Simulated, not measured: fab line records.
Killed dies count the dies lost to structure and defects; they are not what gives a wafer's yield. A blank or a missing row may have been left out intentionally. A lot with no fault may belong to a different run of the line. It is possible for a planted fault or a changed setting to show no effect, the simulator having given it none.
Which of the tools did it? | flow berkeley-cmos170 | 14 lots, 42 wafers sampled, at 4 steps of a route of 331

== WHAT THE GAUGES READ, wafer by wafer ==
UCB170_PWELL_OVL_MEAS_13. Usual: PWELL_OVL typically reads 0 nm, with standard deviation 4.7.
lot  | measured    | on         | PWELL_OVL (nm) | flag
L715 | day 2 22:47 | overlay-01 | 3 6 -1         |
L716 | day 3 07:44 | overlay-02 | 1 -1 -3        |
L717 | day 3 13:25 | overlay-02 | -4 -1 -6       |
L719 | day 3 18:26 | overlay-01 | 4 2 -1         |
L718 | day 3 18:39 | overlay-02 | -9 -4 -2       |
L720 | day 4 07:34 | overlay-02 | 2 2 4          |
L721 | day 4 07:46 | overlay-02 | 2 5 0          |
L722 | day 4 07:49 | overlay-01 | 2 -5 -3        |
L723 | day 5 01:51 | overlay-01 | -1 1 5         |
L725 | day 5 07:20 | overlay-01 | -6 -3 -5       |
L727 | day 5 16:25 | overlay-02 | 5 -4 0         |
L729 | day 6 01:28 | overlay-02 | -6 1 -2        |
L728 | day 6 01:30 | overlay-02 | -1 0 -1        |
L736 | day 7 06:59 | overlay-01 | 3 0 5          |

UCB170_WELLDRIVE_THK_MEAS_02. Usual: WELLDRIVE_OXIDE_THK typically reads 197 nm, with standard deviation 4.1.
lot  | measured    | on            | WELLDRIVE_OXIDE_THK (nm) | flag
L715 | day 3 10:06 | film-metro-04 | 198 197 197              |
L716 | day 3 20:46 | film-metro-02 | 191 192 192              |
L717 | day 4 02:03 | film-metro-03 | 203 204 207              |
L719 | day 4 06:49 | film-metro-04 | 206 206 206              |
L718 | day 4 06:49 | film-metro-03 | 200 199 201              |
L720 | day 4 18:49 | film-metro-03 | 206 207 204              |
L721 | day 4 18:50 | film-metro-04 | 198 203 199              |
L722 | day 4 18:50 | film-metro-02 | 199 203 201              |
L723 | day 5 15:56 | film-metro-02 | 198 196 197              |
L725 | day 5 21:53 | film-metro-02 | 196 197 199              |
L727 | day 6 05:23 | film-metro-03 | 194 194 195              |
L729 | day 6 13:08 | film-metro-03 | 177 173 176              | OFF
L728 | day 6 13:08 | film-metro-04 | 178 176 175              | OFF
L736 | day 7 21:36 | film-metro-03 | 198 196 198              |

UCB170_ACTIVE_THK_MEAS_03. Usual: ACTIVE_OXIDE_THK typically reads 26.2 nm, with standard deviation 0.44.
lot  | measured    | on            | ACTIVE_OXIDE_THK (nm) | flag
L715 | day 4 00:19 | film-metro-03 | 26.4 26.7 26.7        |
L716 | day 4 07:14 | film-metro-01 | 27.1 27.0 27.0        |
L717 | day 4 10:56 | film-metro-01 | 25.9 25.9 25.9        |
L719 | day 4 16:43 | film-metro-03 | 25.8 25.6 25.7        |
L718 | day 4 16:43 | film-metro-01 | 25.8 25.5 25.7        |
L720 | day 5 06:00 | film-metro-04 | 26.3 26.4 26.1        |
L721 | day 5 06:04 | film-metro-03 | 26.9 27.0 26.7        |
L722 | day 5 06:01 | film-metro-01 | 26.5 26.3 26.3        |
L723 | day 6 01:58 | film-metro-01 | 26.5 26.4 26.8        |
L725 | day 6 08:05 | film-metro-04 | 26.1 25.7 25.7        |
L727 | day 6 13:17 | film-metro-03 | 26.3 26.5 26.1        |
L729 | day 6 21:28 | film-metro-04 | 26.0 25.9 25.9        |
L728 | day 6 21:28 | film-metro-03 | 26.3 26.6 26.1        |
L736 | day 8 07:53 | film-metro-01 | 26.2 26.6 26.1        |

== TOOL THAT RAN EACH LOT (tool first, then ch and the chambers of the sampled wafers, then the start) ==
lot  | UCB170_WELLDRIVE_OXIDATION_01
L715 | furnace-03 ch 0, day 3 06:35
L716 | furnace-03 ch 0, day 3 17:16
L717 | furnace-01 ch 0, day 3 22:33
L719 | furnace-01 ch 0, day 4 03:18
L718 | furnace-01 ch 0, day 4 03:18
L720 | furnace-02 ch 0, day 4 15:19
L721 | furnace-02 ch 0, day 4 15:19
L722 | furnace-02 ch 0, day 4 15:19
L723 | furnace-01 ch 0, day 5 12:19
L725 | furnace-03 ch 0, day 5 18:23
L727 | furnace-03 ch 0, day 6 01:53
L729 | furnace-03 ch 0, day 6 09:38
L728 | furnace-03 ch 0, day 6 09:38
L736 | furnace-01 ch 0, day 7 18:06
- UCB170_WELLDRIVE_OXIDATION_01: target thk 199 nm, ox time 9000 s.

== WHAT THE TOOLS THEMSELVES READ (means of the sampled wafers that have a number; where no wafer has one, the mark that the record gives instead) ==
UCB170_WELLDRIVE_OXIDATION_01. Usual: 1103.1 C for spike-tc-centre-C, sd 1.
lot  | tool       | spike-tc-centre-C (C) | flag
L715 | furnace-03 | 1102.5                |
L716 | furnace-03 | 1102.2                |
L717 | furnace-01 | 1102.9                |
L719 | furnace-01 | 1102.8                |
L718 | furnace-01 | 1104.3                |
L720 | furnace-02 | 1103.0                |
L721 | furnace-02 | 1103.4                |
L722 | furnace-02 | 1102.4                |
L723 | furnace-01 | 1104.7                |
L725 | furnace-03 | 1102.5                |
L727 | furnace-03 | 1103.7                |
L729 | furnace-03 | 1102.2                |
L728 | furnace-03 | 1102.8                |
L736 | furnace-01 | 1103.3                |

== THE ANSWER, worked out from the rows above alone ==
Rule: lot off if the mean of its wafers having a number is beyond 3 standard deviations from the usual mean. A lot without any number at a reading at which 4 lots or more have one is off too. All remaining lots with rows at the step are treated as sound. After the gauges, taken in route order, come the tools' own readings; for these a lot's mean is taken, as printed above. The first step at which some lot is off is used, and at that step the reading that is off furthest; a lot without a number counts as furthest.
Off: L729, L728, at UCB170_WELLDRIVE_THK_MEAS_02 (WELLDRIVE_OXIDE_THK).
A tool fits if, at a process step before that reading, it ran every lot that is off, and no sound lot after the first of them. Gauges at UCB170_WELLDRIVE_THK_MEAS_02: tried the same way as those tools. One candidate fits, namely furnace-03 at UCB170_WELLDRIVE_OXIDATION_01. A fault onset in the window from L727 (day 6 01:53, its last sound lot) to L728 (day 6 09:38, its first lot off) fits.

== WHAT THE SIMULATOR HAD INSERTED ==
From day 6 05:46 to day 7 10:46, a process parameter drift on furnace-03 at UCB170_WELLDRIVE_OXIDATION_01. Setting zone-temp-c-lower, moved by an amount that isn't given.
Struck lots among those shown: L729, L728. The same result came from the rule above.
